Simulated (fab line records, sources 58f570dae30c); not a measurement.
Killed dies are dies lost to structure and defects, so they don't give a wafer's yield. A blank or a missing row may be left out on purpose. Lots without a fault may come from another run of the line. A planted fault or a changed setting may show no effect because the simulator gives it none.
Tool commonality check | flow berkeley_cmos170 | 14 lots, 54 wafers sampled

WHY IT WAS OPENED
At UCB170_PVT_TW_MEAS_09 the reading PVT_TW is flagged on 4 of 14 lots. Wafers without a fault read 509.2, standard deviation 2.5.
Rule: a lot is flagged when every wafer of it that has a number lies more than 4 standard deviations from that mean, or none has a number. The other lots count as sound.

lot  | measured    | on            | PVT_TW, wafer by wafer              | flag
L202 | day 5 11:53 | film_metro-02 | 511.1 516.1 511.9                   |
L204 | day 5 15:20 | film_metro-01 | 508.9 506.0 508.0                   |
L203 | day 5 15:50 | film_metro-02 | 514.2 510.1 509.7                   |
L205 | day 5 22:31 | film_metro-02 | 515.9 511.2 514.7                   |
L206 | day 5 22:41 | film_metro-04 | 507.5 508.3 507.2                   |
L207 | day 5 22:58 | film_metro-04 | 509.5 507.5 508.2                   |
L208 | day 6 15:29 | film_metro-04 | 509.9 509.4 508.5                   |
L209 | day 7 02:15 | film_metro-01 | 508.2 508.7 510.0                   |
L210 | day 7 02:24 | film_metro-04 | 510.7 508.6 509.3                   |
L211 | day 7 11:23 | film_metro-02 | 510.9 508.1 505.5                   |
L214 | day 7 11:44 | film_metro-02 | 259.9 259.3 260.9 260.0 259.2 261.1 | FLAGGED
L212 | day 7 11:59 | film_metro-02 | 258.2 259.5 260.0 261.2 261.6 258.7 | FLAGGED
L213 | day 7 12:05 | film_metro-02 | 261.0 260.9 260.7 259.6 260.1 260.5 | FLAGGED
L215 | day 8 00:24 | film_metro-04 | 259.9 258.4 257.1 257.6 258.0 258.5 | FLAGGED
The numbers of the flagged lots are 259.7 on average: -249.5 against the usual, or -99 or more standard deviations.

WHICH TOOL RAN EACH LOT
The record holds 2 process steps before the reading, out of a route of 331 steps. In each cell: the tool, then ch and the chambers that the sampled wafers went through, then the start.
lot  | flag    | UCB170_PVT_IMPLANT_07          | UCB170_PVT_STRIP_08
L202 |         | implanter-04 ch 0, day 5 11:38 | plasma_asher-03 ch 0,1, day 5 11:47
L204 |         | implanter-04 ch 0, day 5 15:06 | plasma_asher-03 ch 0,1, day 5 15:14
L203 |         | implanter-02 ch 0, day 5 15:37 | plasma_asher-03 ch 0,1, day 5 15:46
L205 |         | implanter-02 ch 0, day 5 22:17 | plasma_asher-03 ch 0,1, day 5 22:25
L206 |         | implanter-04 ch 0, day 5 22:26 | plasma_asher-02 ch 0,1, day 5 22:34
L207 |         | implanter-01 ch 0, day 5 22:44 | plasma_asher-03 ch 0,1, day 5 22:52
L208 |         | implanter-01 ch 0, day 6 15:14 | plasma_asher-04 ch 0,1, day 6 15:22
L209 |         | implanter-01 ch 0, day 7 01:55 | plasma_asher-04 ch 0,1, day 7 02:04
L210 |         | implanter-04 ch 0, day 7 02:10 | plasma_asher-02 ch 0, day 7 02:17
L211 |         | implanter-01 ch 0, day 7 11:08 | plasma_asher-03 ch 0,1, day 7 11:16
L214 | FLAGGED | implanter-04 ch 0, day 7 11:31 | plasma_asher-02 ch 0,1, day 7 11:38
L212 | FLAGGED | implanter-02 ch 0, day 7 11:46 | plasma_asher-02 ch 0,1, day 7 11:53
L213 | FLAGGED | implanter-01 ch 0, day 7 11:50 | plasma_asher-04 ch 0,1, day 7 11:59
L215 | FLAGGED | implanter-02 ch 0, day 8 00:09 | plasma_asher-02 ch 0,1, day 8 00:18
What these steps do:
- UCB170_PVT_IMPLANT_07
- UCB170_PVT_STRIP_08: strips in O2.
- UCB170_PVT_TW_MEAS_09

FLAGGED OVER TOTAL, TOOL BY TOOL (the gauges that took the reading come last)
step                  | tool            | lots run | flagged | share of the flagged lots | sound lots run after its first flagged lot
UCB170_PVT_IMPLANT_07 | implanter-01    | 5        | 1       | some                      | 0
UCB170_PVT_IMPLANT_07 | implanter-02    | 4        | 2       | some                      | 0
UCB170_PVT_IMPLANT_07 | implanter-04    | 5        | 1       | some                      | 0
UCB170_PVT_STRIP_08   | plasma_asher-02 | 5        | 3       | some                      | 0
UCB170_PVT_STRIP_08   | plasma_asher-03 | 6        | 0       | none                      | -
UCB170_PVT_STRIP_08   | plasma_asher-04 | 3        | 1       | some                      | 0
UCB170_PVT_TW_MEAS_09 | film_metro-01   | 2        | 0       | none                      | -
UCB170_PVT_TW_MEAS_09 | film_metro-02   | 7        | 3       | some                      | 0
UCB170_PVT_TW_MEAS_09 | film_metro-04   | 5        | 1       | some                      | 0

WHAT THE TABLE ALLOWS
No row of the table ran every flagged lot.

WHAT THE SIMULATOR HAD PUT IN
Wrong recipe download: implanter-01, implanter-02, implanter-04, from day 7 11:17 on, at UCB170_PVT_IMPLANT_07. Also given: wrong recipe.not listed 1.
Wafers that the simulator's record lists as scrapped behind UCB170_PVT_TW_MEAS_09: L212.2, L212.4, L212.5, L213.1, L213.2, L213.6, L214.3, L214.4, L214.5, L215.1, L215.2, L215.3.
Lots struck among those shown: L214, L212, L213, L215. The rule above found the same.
